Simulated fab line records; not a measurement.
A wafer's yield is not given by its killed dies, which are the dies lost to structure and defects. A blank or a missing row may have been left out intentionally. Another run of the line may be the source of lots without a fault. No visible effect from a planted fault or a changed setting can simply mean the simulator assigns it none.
A lot that was struck, set against a sound lot || flow berkeley cmos170 || 14 steps out of a route of 331
Sound: these wafers, L373.1, L373.3, L373.5. Wafers L370.3, L370.4, L370.5 were the ones struck. At the end, the cause is stated.
Order at every step that has rows: each side's tool, ch and its chambers, its first start. Under that, the readings that differ: sound wafers || struck wafers || difference of the means || sigmas: that difference in standard deviations of wafers without a fault.
alike: readings whose means differ by less than 2 such deviations, and words and numbers that are the same on both sides. not compared: withheld readings, readings that some wafer has no value for, bounds like >300 that may hide the same value, and numbers for which the record gives no deviation and whose values overlap.
The two part at a step that has a row with sigmas, a row that says differs or no value, or rows on one side only. Numbers that don't overlap but have no deviation are shown without sigmas and don't part them. A reading that every wafer of one side lacks parts them only if that side has two wafers or more.

first, 3 steps without rows for these wafers: UCB170_PWELL_CLEAN_00 (cleans in SPM, time 600 s); UCB170_PWELL_CLEAN_01 (cleans in dHF, time 60 s); UCB170_PWELL_OXIDATION_02 (target thk 26.4 nm, ox time 1260 s).
UCB170_PWELL_THK_MEAS_03:
  sound on film metro-03 at day 6 14:40; struck on film metro-03 at day 5 14:52
  alike: PWELL_OXIDE_THK
then, 2 steps without rows for these wafers: UCB170_PWELL_ANNEAL_04 (time 900 s); UCB170_PWELL_CVD_05 (deposits Si3N4 from SiH2Cl2/NH3, target thk 220 nm, time 3300 s).
UCB170_PWELL_THK_MEAS_06:
  sound on film metro-01 at day 6 21:05; struck on film metro-01 at day 5 21:59
  alike: PWELL_NITRIDE_THK
then, 5 steps without rows for these wafers: UCB170_PWELL_HMDS_07 (prime time 60 s); UCB170_PWELL_COAT_08 (resist thk 900 nm); UCB170_PWELL_SOFTBAKE_09 (time 60 s); UCB170_PWELL_EXPOSE_10 (exposes mask PWELL, target cd 3000 nm); UCB170_PWELL_PEB_11.
UCB170_PWELL_DEVELOP_12: develop time 45 s.
  sound on litho track-04 ch 0, day 6 22:00; struck on litho track-02, day 5 23:00
  no value came back on the struck wafers for chill plate temp C (C), develop time s (s); on the sound wafers chill plate temp C (C) reads 22.83 23.10 23.04
{"reading": "model.KrF_of_PWELL_COAT_08.thk nm (nm)", "sound": "887.6 887.5 886.1", "struck": "896.1 895.3 894.8", "difference": "+8.3", "sigmas": ""}
UCB170_PWELL_OVL_MEAS_13:
  sound on overlay-02 at day 6 22:14; struck on overlay-01 at day 5 23:56
{"reading": "PWELL_OVL (nm)", "sound": "1 4 0", "struck": "- - -", "difference": "no value on the struck wafers", "sigmas": ""}

## WHERE THEY PART
Last at UCB170_PWELL_OVL_MEAS_13 as far as this record goes, first at UCB170_PWELL_DEVELOP_12.

WHY: what had been put in by the simulator
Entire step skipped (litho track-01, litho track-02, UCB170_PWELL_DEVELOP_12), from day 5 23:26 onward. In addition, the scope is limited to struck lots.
